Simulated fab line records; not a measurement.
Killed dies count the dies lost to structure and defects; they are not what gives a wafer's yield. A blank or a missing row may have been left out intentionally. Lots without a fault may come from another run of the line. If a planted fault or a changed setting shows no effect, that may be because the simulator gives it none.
Which tool was responsible?	flow rit cmos	13 lots with 39 wafers sampled at 3 steps, on a route of 202 steps

== WHAT THE GAUGES READ, wafer by wafer ==
RIT_PLDD_OVL_MEAS_06.
lot	measured	on	PLDD_OVL (nm)
L444	day 2 19:33	overlay-01	1.2 -0.2 0.1
L446	day 3 05:46	overlay-01	2.2 1.7 0.9
L448	day 3 15:54	overlay-02	-0.7 0.4 -0.7
L449	day 3 20:43	overlay-02	-1.3 -0.4 -0.7
L450	day 4 00:32	overlay-02	-1.1 -1.0 -2.8
L451	day 4 07:41	overlay-02	1.6 1.5 0.6
L452	day 4 16:32	overlay-02	2.2 2.0 1.2
L453	day 4 20:16	overlay-02	0.0 0.9 0.0
L456	day 5 09:59	overlay-02	1.2 2.2 1.3
L458	day 6 03:28	overlay-01	- - -
L463	day 6 20:31	overlay-01	2.2 1.0 2.8
L466	day 7 09:31	overlay-02	-3.1 -1.4 -2.5
L467	day 7 13:49	overlay-02	-1.3 0.2 -0.1

RIT_PLDD_TW_MEAS_10.
lot	measured	on	PLDD_TW
L444	day 2 20:04	film metro-03	2362 2371 2364
L446	day 3 06:17	film metro-04	2383 2374 2382
L448	day 3 16:25	film metro-01	2329 2346 2345
L449	day 3 21:14	film metro-03	2339 2352 2335
L450	day 4 01:04	film metro-03	2354 2367 2349
L451	day 4 08:12	film metro-04	2387 2383 2387
L452	day 4 17:12	film metro-03	2352 2341 2350
L453	day 4 20:46	film metro-01	2350 2354 2351
L456	day 5 10:30	film metro-01	2372 2355 2363
L458	day 6 03:58	film metro-01	30 30 30
L463	day 6 21:02	film metro-04	2376 2375 2386
L466	day 7 10:03	film metro-04	2369 2376 2373
L467	day 7 14:19	film metro-04	2396 2375 2375

== WHICH TOOL RAN EACH LOT (tool, then ch and the chambers of the sampled wafers, then the start) ==
lot	RIT_PLDD_EXPOSE_03
L444	iline stepper-01 ch 0, day 2 19:09
L446	iline stepper-01 ch 0, day 3 05:22
L448	iline stepper-01 ch 0, day 3 15:30
L449	iline stepper-01 ch 0, day 3 20:19
L450	iline stepper-02 ch 0, day 4 00:11
L451	iline stepper-02 ch 0, day 4 07:17
L452	iline stepper-01 ch 0, day 4 16:10
L453	iline stepper-01 ch 0, day 4 19:52
L456	iline stepper-02 ch 0, day 5 09:36
L458	iline stepper-02 ch 0, day 6 03:04
L463	iline stepper-02 ch 0, day 6 20:09
L466	iline stepper-01 ch 0, day 7 09:10
L467	iline stepper-02 ch 0, day 7 13:25
- RIT_PLDD_EXPOSE_03: exposes mask M8, target cd 40900 nm.

== WHAT THE TOOLS THEMSELVES READ (means of the sampled wafers that have a number; where no wafer has one, the mark that the record gives instead) ==
The record holds no such reading with a usual standard deviation.

== THE ANSWER, worked out from the rows above alone ==
Rule: usual is defined by the lots themselves. The widest of any qualifying gaps counts: lots, ordered by their means at a reading, are off when they make up no more than a third of the lots, leave a main group of 4 or more, and stand apart from it by 3 or more times the standard deviation of that group's means. Not used: any main group whose means are identical at the precision the tables above print for the reading. A lot without any number at a reading at which 4 lots or more have one is off too. The other lots that the step has rows for count as sound. Order of review: gauges by route order, followed by the tools' own readings, for which a lot's mean as printed above is used. The first step at which some lot is off is used, and at that step the reading that is off furthest; a lot without a number counts as furthest.
Off: L458, seen at RIT_PLDD_OVL_MEAS_06 (PLDD_OVL). Without a number there: L458. Main group: mean 0.3 nm, sd 1.4.
If a tool, at a process step before that reading, ran all the lots that are off and no sound lot after the first of them, it fits. Not tried: the gauges at RIT_PLDD_OVL_MEAS_06; whatever is off there is also off at RIT_PLDD_TW_MEAS_10, on other tools, and gauge error can't account for it. Not one of the candidates tried fits.

== WHAT THE SIMULATOR PUT IN ==
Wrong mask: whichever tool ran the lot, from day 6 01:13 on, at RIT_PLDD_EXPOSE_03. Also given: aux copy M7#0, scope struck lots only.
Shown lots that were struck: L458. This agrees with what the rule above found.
